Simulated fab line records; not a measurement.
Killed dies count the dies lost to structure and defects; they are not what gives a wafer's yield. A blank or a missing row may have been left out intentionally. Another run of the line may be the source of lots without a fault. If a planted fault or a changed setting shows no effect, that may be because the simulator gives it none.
fab line records	flow berkeley_cmos170	part 1 of 2: steps 1 to 25 of 35
record: lots: 5	wafers: 15	last_day: 12
route steps=331 shown M2@286 V2@292 M3@309
lots untouched by any fault: they come from a run of this same line in which no faults occurred
start_h: hours from the record's first day to the start of the lot's first wafer shown	wait_h: hours from the lot's prior step to this one	" as in the row above	L1.1+2: one row covering several wafers at once	- no value present, or no start provided	* or withheld: withheld	< > ~ a bound
route shown NAME@n: NAME is a module with steps in the file, n the number in the route of the first one	usual: the fault-free wafers' mean and standard deviation	same: alike in all rows	chamber/n: place in a boat	sites: per-site readings	_std_site: their standard deviation	_edge_site: inner sites' mean taken away from outer sites' mean	radius_mm: for every site, how far away it sits from the centre of the wafer	mask NAME#n: copy n	behind: the tool/chamber that last shaped the wafer	hold: the reason the lot was held/the length of the hold in hours/how it ended	device: the transistor (n, p or np) that didn't switch	end of line: tests of these same wafers at the route's end	where a step has no rows: the recipe by itself	killed: dies that structure and defects cost at the first sort, which is not the same as the wafer's yield	map: shows each die of a wafer: x if killed, . if not, _ if none is there
set.NAME: setting as actually run; set.NAME@STEP: the setting as run at that earlier step	model.NAME: the simulator's own value behind a step, which no gauge read
lots seen at some steps along the route; tables by step, rows by wafer
services: from which hour (start_h, from the record's first day; less than 0 if before it) a tool's chamber was out of use, for how many hours, and why
== steps ==
step: UCB170_M2_CD_MEAS_15
recipe: target_cd_nm: 700
usual: cd_nm: 700.0/1.3
lot.wafer	tool	chamber	start_h	wait_h	cd_nm
L074.1	cd_sem-01	-	192.58	-	699.9
L074.3	"	-	"	"	700.7
L074.4	"	-	"	"	699.8
L084.1	cd_sem-02	-	231.74	-	702.6
L084.2	"	-	"	"	700.5
L084.5	"	-	"	"	701.9
L087.1	cd_sem-02	-	255.95	-	700.7
L087.4	"	-	"	"	700.0
L087.5	"	-	"	"	699.3
L094.1	cd_sem-01	-	280.09	-	699.9
L094.2	"	-	"	"	700.8
L094.5	"	-	"	"	700.4
L093.1	cd_sem-01	-	291.58	-	698.9
L093.2	"	-	"	"	699.1
L093.6	"	-	"	"	700.5
step: UCB170_M2_OVL_MEAS_16
usual: M2_OVL: 5/5.4
lot.wafer	tool	chamber	start_h	wait_h	M2_OVL[nm]
L074.1	overlay-02	-	192.70	0.1	1
L074.3	"	-	"	"	-2
L074.4	"	-	"	"	6
L084.1	overlay-01	-	231.86	0.1	-7
L084.2	"	-	"	"	5
L084.5	"	-	"	"	-5
L087.1	overlay-01	-	256.07	0.1	8
L087.4	"	-	"	"	8
L087.5	"	-	"	"	4
L094.1	overlay-01	-	280.21	0.1	6
L094.2	"	-	"	"	7
L094.5	"	-	"	"	6
L093.1	overlay-02	-	291.70	0.1	-1
L093.2	"	-	"	"	1
L093.6	"	-	"	"	4
step: UCB170_M2_ETCH_17
recipe: chemistry: N2/H2	target_depth_a: withheld	overetch_a: withheld	target: BARC	time_s: withheld	source_w: 500	bias_w: 100	pressure_mtorr: 30	n2_flow_sccm: 100	h2_flow_sccm: 200
usual: bias_w: 100.0/0.31	drypump_motor_current_A: 5.9/0.46	h2_flow_sccm: 200.0/0.56	oes_product_au: 1.000/0.027	throttle_valve_pct: 13.24/0.21
lot.wafer	tool	chamber	start_h	wait_h	bias_w	drypump_motor_current_A	h2_flow_sccm	oes_product_au	throttle_valve_pct
L074.1	rie_diel-04	0	192.74	0.0	100.0	6.0	200.2	1.020	13.32
L074.3	"	2	"	"	100.3	5.6	199.1	0.991	13.09
L074.4	"	3	"	"	100.2	5.6	200.0	0.986	13.17
L084.1	rie_diel-01	2	231.90	0.0	99.7	5.7	199.2	0.980	13.58
L084.2	"	0	"	"	99.9	6.2	200.1	1.029	13.42
L084.5	"	0	"	"	100.1	6.3	198.9	1.034	13.40
L087.1	rie_diel-04	0	256.10	0.0	99.6	6.1	200.0	1.032	13.33
L087.4	"	2	"	"	100.4	5.6	200.3	1.003	13.09
L087.5	"	0	"	"	99.6	6.0	200.3	1.039	13.34
L094.1	rie_diel-02	2	280.25	0.0	100.2	6.6	199.0	0.976	13.32
L094.2	"	3	"	"	100.2	6.3	199.3	0.978	12.70
L094.5	"	1	"	"	99.9	5.6	200.0	0.956	13.10
L093.1	rie_diel-02	0	291.74	0.0	100.1	5.1	198.4	0.950	13.55
L093.2	"	1	"	"	100.0	5.6	200.1	0.972	13.10
L093.6	"	0	"	"	99.9	5.1	199.8	0.951	13.54
step: UCB170_M2_METAL_ETCH_18
recipe: chemistry: Cl2/BCl3	target: Al	stop_on: SiO2	pressure_mtorr: 12	target_depth_a: 11700	over_etch_frac: 0.3	time_s: 195	icp_w: 600	bias_w: 120	Cl2_flow_sccm: 90	bcl3_flow_sccm: 45
usual: bias_w: 120.1/0.38	drypump_motor_current_A: 5.8/0.49	oes_product_au: 0.855/0.02	throttle_valve_pct: 24.54/0.19
lot.wafer	tool	chamber	start_h	wait_h	bias_w	drypump_motor_current_A	oes_product_au	rf_hours_counter_h	throttle_valve_pct
L074.1	rie_metal-01	0	192.78	-	120.2	6.1	0.852	1.0	24.44
L074.3	"	1	"	"	120.7	5.5	0.872	-	24.62
L074.4	"	0	"	"	119.7	6.1	0.853	-	24.44
L084.1	rie_metal-01	0	231.94	-	119.9	6.1	0.844	2.3	24.45
L084.2	"	1	"	"	120.6	5.5	0.875	6.8	24.64
L084.5	"	0	"	"	120.2	6.1	0.845	-	24.44
L087.1	rie_metal-02	0	256.15	-	120.7	6.3	0.870	5.8	24.54
L087.4	"	0	"	"	119.7	6.3	0.867	-	24.52
L087.5	"	1	"	"	120.0	4.9	0.807	-	24.59
L094.1	rie_metal-01	1	280.29	-	120.0	5.5	0.866	8.0	24.64
L094.2	"	0	"	"	119.9	6.1	0.839	3.5	24.44
L094.5	"	1	"	"	120.7	5.5	0.862	-	24.62
L093.1	rie_metal-01	1	291.78	-	120.6	5.6	0.865	8.6	24.61
L093.2	"	0	"	"	120.4	6.1	0.869	4.1	24.45
L093.6	"	1	"	"	120.4	5.5	0.876	-	24.62
step: UCB170_M2_STRIP_19
recipe: chemistry: O2	power_w: 400	pressure_mtorr: 3500	platen_temp_c: withheld	o2_flow_sccm: 400	overash_fraction: 0.5
usual: drypump_motor_current_A: 5.6/0.69	oes_product_au: 0.544/0.01
lot.wafer	tool	chamber	start_h	wait_h	drypump_motor_current_A	oes_product_au	rf_hours_counter_h
L074.1	plasma_asher-01	1	192.97	0.1	5.1	0.522	8
L074.3	"	1	"	"	5.1	0.539	-
L074.4	"	0	"	"	6.5	0.539	-
L084.1	plasma_asher-03	0	232.13	0.1	6.6	0.543	46
L084.2	"	1	"	"	4.9	0.546	46
L084.5	"	0	"	"	6.6	0.540	-
L087.1	plasma_asher-03	1	256.33	0.1	4.9	0.542	49
L087.4	"	1	"	"	4.9	0.550	-
L087.5	"	0	"	"	6.6	0.535	-
L094.1	plasma_asher-03	1	280.48	0.1	4.9	0.544	52
L094.2	"	0	"	"	6.6	0.516	52
L094.5	"	0	"	"	6.6	0.541	-
L093.1	plasma_asher-04	0	291.97	0.1	5.0	0.545	53
L093.2	"	1	"	"	5.4	0.538	53
L093.6	"	1	"	"	5.4	0.544	-
step: UCB170_M2_CD_MEAS_90
recipe: target_cd_nm: 700
usual: cd_nm: 700/3.5
lot.wafer	tool	chamber	start_h	wait_h	cd_nm
L074.1	cd_sem-02	-	193.07	0.1	697
L074.3	"	-	"	"	692
L074.4	"	-	"	"	699
L084.1	cd_sem-01	-	232.23	0.1	699
L084.2	"	-	"	"	699
L084.5	"	-	"	"	701
L087.1	cd_sem-02	-	256.43	0.1	700
L087.4	"	-	"	"	704
L087.5	"	-	"	"	695
L094.1	cd_sem-02	-	280.58	0.1	699
L094.2	"	-	"	"	702
L094.5	"	-	"	"	699
L093.1	cd_sem-02	-	292.07	0.1	697
L093.2	"	-	"	"	698
L093.6	"	-	"	"	698
step: UCB170_V2_CVD_00
recipe: material: SiO2	target_thk_nm: 2000	temp_c: 390	precursor: TEOS/O2	time_s: 250	rf_w: 550	pressure_mtorr: 9000
usual: heater_power_w: 247/61
lot.wafer	tool	chamber	start_h	wait_h	heater_power_w
L074.1	pecvd-04	0	193.19	0.1	274
L074.3	"	1	"	"	294
L074.4	"	2	"	"	191
L084.1	pecvd-04	0	232.35	0.1	311
L084.2	"	2	"	"	280
L084.5	"	0	"	"	228
L087.1	pecvd-02	2	256.55	0.1	211
L087.4	"	0	"	"	343
L087.5	"	1	"	"	306
L094.1	pecvd-04	2	280.70	0.1	208
L094.2	"	0	"	"	238
L094.5	"	1	"	"	336
L093.1	pecvd-03	0	292.19	0.1	198
L093.2	"	1	"	"	248
L093.6	"	2	"	"	142
step: UCB170_V2_THK_MEAS_01
recipe: reads: SiO2_of_V2_CVD_00
usual: V2_TEOS_THK: 2000/25
lot.wafer	tool	chamber	start_h	wait_h	V2_TEOS_THK[nm]
L074.1	film_metro-01	-	193.35	0.1	2020
L074.3	"	-	"	"	2023
L074.4	"	-	"	"	2048
L084.1	film_metro-02	-	232.51	0.1	1995
L084.2	"	-	"	"	1993
L084.5	"	-	"	"	2025
L087.1	film_metro-01	-	256.71	0.1	1960
L087.4	"	-	"	"	1984
L087.5	"	-	"	"	2045
L094.1	film_metro-02	-	280.85	0.1	2013
L094.2	"	-	"	"	1984
L094.5	"	-	"	"	1999
L093.1	film_metro-02	-	292.34	0.1	1970
L093.2	"	-	"	"	1988
L093.6	"	-	"	"	1999
step: UCB170_V2_CMP_02
recipe: material: SiO2	down_force_psi: 6	platen_rpm: 60	pad_velocity_m_s: 0.75398
usual: head_pressure_psi: 6.002/0.013	motor_current_A: 15.9/1.3
lot.wafer	tool	chamber	start_h	wait_h	head_pressure_psi	motor_current_A
L074.4	cmp-01	0	193.41	0.0	6.014	18.0
L074.3	"	2	"	"	6.014	16.8
L074.1	"	3	"	"	5.991	14.8
L084.1	cmp-01	0	232.62	0.1	6.011	18.0
L084.2	"	2	"	"	6.024	17.5
L084.5	"	3	"	"	5.992	14.7
L087.1	cmp-02	2	256.77	0.1	6.007	15.9
L087.4	"	0	"	"	6.019	17.2
L087.5	"	3	"	"	6.019	14.0
L094.2	cmp-02	1	280.91	0.0	6.002	15.1
L094.1	"	2	"	"	5.998	16.1
L094.5	"	1	"	"	5.999	14.2
L093.2	cmp-02	3	292.40	0.0	6.006	14.8
L093.1	"	1	"	"	6.014	13.9
L093.6	"	0	"	"	5.994	16.8
step: UCB170_V2_BOW_MEAS_03
recipe: mode: bow
usual: V2_BOW: 38/7.5
lot.wafer	tool	chamber	start_h	wait_h	V2_BOW[um]
L074.1	film_metro-02	-	193.71	0.1	39
L074.3	"	-	"	"	32
L074.4	"	-	"	"	31
L084.1	film_metro-02	-	232.87	0.2	40
L084.2	"	-	"	"	34
L084.5	"	-	"	"	27
L087.1	film_metro-04	-	257.07	0.2	42
L087.4	"	-	"	"	46
L087.5	"	-	"	"	41
L094.1	film_metro-04	-	281.21	0.2	41
L094.2	"	-	"	"	41
L094.5	"	-	"	"	37
L093.1	film_metro-01	-	292.70	0.1	35
L093.2	"	-	"	"	39
L093.6	"	-	"	"	46
step: UCB170_V2_THK_MEAS_04
recipe: reads: SiO2_of_V2_CVD_00
usual: V2_POLISHED_THK: 999.8/1.1
lot.wafer	tool	chamber	start_h	wait_h	V2_POLISHED_THK[nm]
L074.1	film_metro-02	-	193.83	0.1	999.7
L074.3	"	-	"	"	999.4
L074.4	"	-	"	"	999.6
L084.1	film_metro-02	-	232.99	0.1	1000.9
L084.2	"	-	"	"	1000.4
L084.5	"	-	"	"	999.2
L087.1	film_metro-04	-	257.19	0.1	998.7
L087.4	"	-	"	"	999.5
L087.5	"	-	"	"	1001.3
L094.1	film_metro-04	-	281.33	0.1	998.9
L094.2	"	-	"	"	1000.8
L094.5	"	-	"	"	999.9
L093.1	film_metro-01	-	292.82	0.1	999.8
L093.2	"	-	"	"	1000.4
L093.6	"	-	"	"	998.7
step: UCB170_V2_CLEAN_05
recipe: chemistry: DIW
lot.wafer	tool	chamber	start_h	wait_h
L074.1+3+4	wet_bench-02	3	193.89	0.1
L084.1+2+5	wet_bench-04	0	233.05	0.1
L087.1+4+5	wet_bench-03	1	257.25	0.1
L094.1+2+5	wet_bench-02	0	281.39	0.1
L093.1+2+6	wet_bench-02	2	292.88	0.1
step: UCB170_V2_HMDS_06
recipe: prime_time_s: 60	prime_temp_c: 100
usual: resist_line_temp_C: 23.00/0.11
lot.wafer	tool	chamber	start_h	wait_h	resist_line_temp_C
L074.1	litho_track-04	0	194.34	0.3	22.92
L074.3	"	0	"	"	23.10
L074.4	"	0	"	"	23.04
L084.1	litho_track-04	0	233.22	0.0	22.98
L084.2	"	0	"	"	22.92
L084.5	"	0	"	"	23.17
L087.1	litho_track-04	0	257.43	0.0	23.11
L087.4	"	0	"	"	22.95
L087.5	"	0	"	"	23.03
L094.1	litho_track-04	0	281.57	0.0	23.13
L094.2	"	0	"	"	23.09
L094.5	"	0	"	"	23.06
L093.1	litho_track-04	0	293.15	0.1	23.10
L093.2	"	0	"	"	23.03
L093.6	"	0	"	"	22.96
step: UCB170_V2_COAT_07
recipe: resist: KrF	spin_rpm: 1500	resist_thk_nm: 900
usual: resist_line_temp_C: 23.04/0.1
lot.wafer	tool	chamber	start_h	wait_h	resist_line_temp_C
L074.1	litho_track-04	0	194.49	0.1	23.18
L074.3	"	0	"	"	23.09
L074.4	"	0	"	"	23.04
L084.1	litho_track-04	0	233.37	0.1	23.17
L084.2	"	0	"	"	22.86
L084.5	"	0	"	"	23.15
L087.1	litho_track-04	0	257.58	0.1	22.97
L087.4	"	0	"	"	23.10
L087.5	"	0	"	"	22.92
L094.1	litho_track-04	0	281.72	0.1	23.11
L094.2	"	0	"	"	23.01
L094.5	"	0	"	"	23.11
L093.1	litho_track-04	0	293.30	0.1	23.01
L093.2	"	0	"	"	23.00
L093.6	"	0	"	"	23.04
step: UCB170_V2_SOFTBAKE_08
recipe: resist: KrF	temp_c: 130	time_s: 60
usual: resist_line_temp_C: 22.99/0.11
lot.wafer	tool	chamber	start_h	wait_h	resist_line_temp_C
L074.1	litho_track-04	0	194.64	0.1	22.95
L074.3	"	0	"	"	23.14
L074.4	"	0	"	"	23.03
L084.1	litho_track-04	0	233.52	0.1	22.99
L084.2	"	0	"	"	23.01
L084.5	"	0	"	"	22.91
L087.1	litho_track-04	0	257.73	0.1	23.08
L087.4	"	0	"	"	23.17
L087.5	"	0	"	"	23.02
L094.1	litho_track-04	0	281.87	0.1	23.00
L094.2	"	0	"	"	22.95
L094.5	"	0	"	"	22.99
L093.1	litho_track-04	0	293.45	0.1	22.93
L093.2	"	0	"	"	22.97
L093.6	"	0	"	"	22.73
step: UCB170_V2_EXPOSE_09
recipe: mask_id: VIA2	target_cd_nm: 700	na: 0.5	sigma_outer: 0.6	source_shape: conventional	dose_mj: 37
lot.wafer	tool	chamber	start_h	wait_h	mask
L074.1+3+4	krf_scanner-01	0	194.92	0.2	VIA2#0
L084.1+2+5	krf_scanner-01	0	233.80	0.2	VIA2#0
L087.1+4+5	krf_scanner-01	0	257.88	0.1	VIA2#0
L094.1+2+5	krf_scanner-02	0	282.02	0.1	VIA2#0
L093.1+2+6	krf_scanner-01	0	293.72	0.2	VIA2#0
step: UCB170_V2_PEB_10
recipe: peb_temp_c: 130	peb_time_s: withheld	resist: KrF
usual: resist_line_temp_C: 22.98/0.098
lot.wafer	tool	chamber	start_h	wait_h	resist_line_temp_C
L074.1	litho_track-04	0	195.24	0.3	23.13
L074.3	"	0	"	"	23.00
L074.4	"	0	"	"	23.08
L084.1	litho_track-03	0	233.95	0.1	22.74
L084.2	"	0	"	"	22.75
L084.5	"	0	"	"	22.79
L087.1	litho_track-01	0	257.99	0.1	23.07
L087.4	"	0	"	"	23.03
L087.5	"	0	"	"	23.09
L094.1	litho_track-01	0	282.26	0.2	22.90
L094.2	"	0	"	"	22.85
L094.5	"	0	"	"	22.98
L093.1	litho_track-03	0	294.27	0.5	22.88
L093.2	"	0	"	"	23.01
L093.6	"	0	"	"	22.96
step: UCB170_V2_DEVELOP_11
recipe: developer: TMAH	develop_time_s: 45	resist: KrF	dev_temp_c: 21
usual: resist_line_temp_C: 22.99/0.12
lot.wafer	tool	chamber	start_h	wait_h	resist_line_temp_C
L074.1	litho_track-04	0	-	-	23.08
L074.3	"	0	"	"	22.90
L074.4	"	0	"	"	22.96
L084.1	litho_track-03	0	-	-	22.99
L084.2	"	0	"	"	22.97
L084.5	"	0	"	"	22.95
L087.1	litho_track-01	0	-	-	22.90
L087.4	"	0	"	"	22.94
L087.5	"	0	"	"	23.00
L094.1	litho_track-01	0	-	-	23.09
L094.2	"	0	"	"	23.01
L094.5	"	0	"	"	23.01
L093.1	litho_track-03	0	-	-	22.99
L093.2	"	0	"	"	22.96
L093.6	"	0	"	"	22.82
step: UCB170_V2_CD_MEAS_12
recipe: target_cd_nm: 700
usual: cd_nm: 699.9/1.4
lot.wafer	tool	chamber	start_h	wait_h	cd_nm
L074.1	cd_sem-01	-	195.52	-	699.8
L074.3	"	-	"	"	700.1
L074.4	"	-	"	"	700.8
L084.1	cd_sem-02	-	234.23	-	701.9
L084.2	"	-	"	"	700.8
L084.5	"	-	"	"	699.7
L087.1	cd_sem-02	-	258.27	-	696.3
L087.4	"	-	"	"	697.6
L087.5	"	-	"	"	698.1
L094.1	cd_sem-01	-	282.53	-	699.9
L094.2	"	-	"	"	700.0
L094.5	"	-	"	"	700.5
L093.1	cd_sem-02	-	294.54	-	700.7
L093.2	"	-	"	"	701.2
L093.6	"	-	"	"	701.5
step: UCB170_V2_OVL_MEAS_13
usual: V2_OVL: 1/5.4
lot.wafer	tool	chamber	start_h	wait_h	V2_OVL[nm]
L074.1	overlay-02	-	195.64	0.1	4
L074.3	"	-	"	"	5
L074.4	"	-	"	"	12
L084.1	overlay-02	-	234.35	0.1	-7
L084.2	"	-	"	"	-7
L084.5	"	-	"	"	-12
L087.1	overlay-01	-	258.39	0.1	-2
L087.4	"	-	"	"	5
L087.5	"	-	"	"	0
L094.1	overlay-01	-	282.65	0.1	8
L094.2	"	-	"	"	7
L094.5	"	-	"	"	6
L093.1	overlay-02	-	294.66	0.1	-4
L093.2	"	-	"	"	-2
L093.6	"	-	"	"	-8
step: UCB170_V2_ETCH_14
recipe: chemistry: CHF3/CF4/Ar	target: SiO2	stop_on: Al	CHF3_flow_sccm: 45	cf4_flow_sccm: 15	Ar_flow_sccm: 150	pressure_mtorr: 200	rf_w: 700	target_depth_a: 12500	over_etch_frac: 0.25	time_s: 291
usual: drypump_motor_current_A: 5.7/0.47	oes_product_au: 0.867/0.011	throttle_valve_pct: 6.94/0.12
lot.wafer	tool	chamber	start_h	wait_h	drypump_motor_current_A	oes_product_au	rf_hours_counter_h	throttle_valve_pct
L074.1	rie_diel-04	1	195.68	0.0	6.4	0.875	84	6.86
L074.3	"	0	"	"	6.0	0.881	20	6.99
L074.4	"	2	"	"	5.6	0.867	16	6.81
L084.1	rie_diel-03	2	234.38	0.0	5.5	0.863	103	7.06
L084.2	"	0	"	"	6.2	0.870	0	6.96
L084.5	"	1	"	"	5.7	0.859	-	6.81
L087.1	rie_diel-03	3	258.42	0.0	5.0	0.875	38	7.11
L087.4	"	2	"	"	5.5	0.870	104	7.06
L087.5	"	1	"	"	5.7	0.869	-	6.80
L094.1	rie_diel-02	3	282.69	0.0	6.3	0.863	110	6.66
L094.2	"	1	"	"	5.6	0.853	97	6.87
L094.5	"	0	"	"	5.0	0.846	-	7.11
L093.1	rie_diel-04	2	294.70	0.0	5.6	0.868	21	6.83
L093.2	"	3	"	"	5.6	0.857	122	6.87
L093.6	"	0	"	"	6.0	0.884	-	6.98
step: UCB170_V2_STRIP_15
recipe: chemistry: O2	power_w: 400	pressure_mtorr: 3500	platen_temp_c: withheld	o2_flow_sccm: 400	overash_fraction: 0.5
usual: drypump_motor_current_A: 5.9/0.54	oes_product_au: 0.722/0.0047	strip_time_to_endpoint_s: 15.30/0.11
lot.wafer	tool	chamber	start_h	wait_h	drypump_motor_current_A	oes_product_au	rf_hours_counter_h	strip_time_to_endpoint_s
L074.1	plasma_asher-02	0	195.85	0.1	6.1	0.718	48	15.22
L074.3	"	1	"	"	6.0	0.720	-	15.17
L074.4	"	0	"	"	6.1	0.720	-	15.26
L084.1	plasma_asher-01	1	234.56	0.1	5.1	0.718	13	15.36
L084.2	"	0	"	"	6.5	0.713	13	15.61
L084.5	"	0	"	"	6.5	0.727	-	15.40
L087.1	plasma_asher-02	0	258.60	0.1	6.1	0.723	56	15.30
L087.4	"	1	"	"	6.0	0.724	-	15.45
L087.5	"	0	"	"	6.1	0.727	-	15.32
L094.1	plasma_asher-01	1	282.87	0.1	5.1	0.720	18	15.47
L094.2	"	0	"	"	6.5	0.717	18	15.32
L094.5	"	0	"	"	6.5	0.718	-	15.31
L093.1	plasma_asher-02	1	294.88	0.1	6.0	0.727	60	15.33
L093.2	"	0	"	"	6.1	0.731	60	15.23
L093.6	"	1	"	"	6.0	0.726	-	15.30
step: UCB170_V2_CD_MEAS_90
recipe: target_cd_nm: 700
usual: cd_nm: 699.8/1.6
lot.wafer	tool	chamber	start_h	wait_h	cd_nm
L074.1	cd_sem-01	-	195.95	0.1	701.4
L074.3	"	-	"	"	699.9
L074.4	"	-	"	"	700.5
L084.1	cd_sem-01	-	234.66	0.1	702.2
L084.2	"	-	"	"	700.1
L084.5	"	-	"	"	699.6
L087.1	cd_sem-01	-	258.70	0.1	696.8
L087.4	"	-	"	"	697.9
L087.5	"	-	"	"	698.5
L094.1	cd_sem-01	-	282.97	0.1	699.5
L094.2	"	-	"	"	698.8
L094.5	"	-	"	"	700.7
L093.1	cd_sem-02	-	294.98	0.1	700.6
L093.2	"	-	"	"	701.7
L093.6	"	-	"	"	700.5
step: UCB170_M3_PRE_CLEAN_00
recipe: gas: Ar	preclean_etch_time_s: 60
lot.wafer	tool	chamber	start_h	wait_h
L074.1+3+4	pvd_sputter-04	-	196.07	0.1
L084.1+2+5	pvd_sputter-01	-	234.78	0.1
L087.1+4+5	pvd_sputter-02	-	258.82	0.1
L094.1+2+5	pvd_sputter-04	-	283.09	0.1
L093.1+2+6	pvd_sputter-02	-	295.10	0.1
step: UCB170_M3_SPUTTER_01
recipe: material: Al	target_thk_nm: 900	time_s: 120	power_w: 6000	chamber_pressure_pa: 0.5
usual: throttle_valve_pct: 29.8/0.85
lot.wafer	tool	chamber	start_h	wait_h	throttle_valve_pct
L074.1	pvd_sputter-04	-	196.14	0.0	29.5
L074.3	"	-	"	"	30.9
L074.4	"	-	"	"	30.5
L084.1	pvd_sputter-01	-	234.85	0.0	28.3
L084.2	"	-	"	"	29.3
L084.5	"	-	"	"	29.8
L087.1	pvd_sputter-02	-	258.89	0.0	31.5
L087.4	"	-	"	"	28.8
L087.5	"	-	"	"	28.7
L094.1	pvd_sputter-04	-	283.15	0.0	29.4
L094.2	"	-	"	"	29.5
L094.5	"	-	"	"	31.0
L093.1	pvd_sputter-02	-	295.16	0.0	29.8
L093.2	"	-	"	"	30.9
L093.6	"	-	"	"	29.7
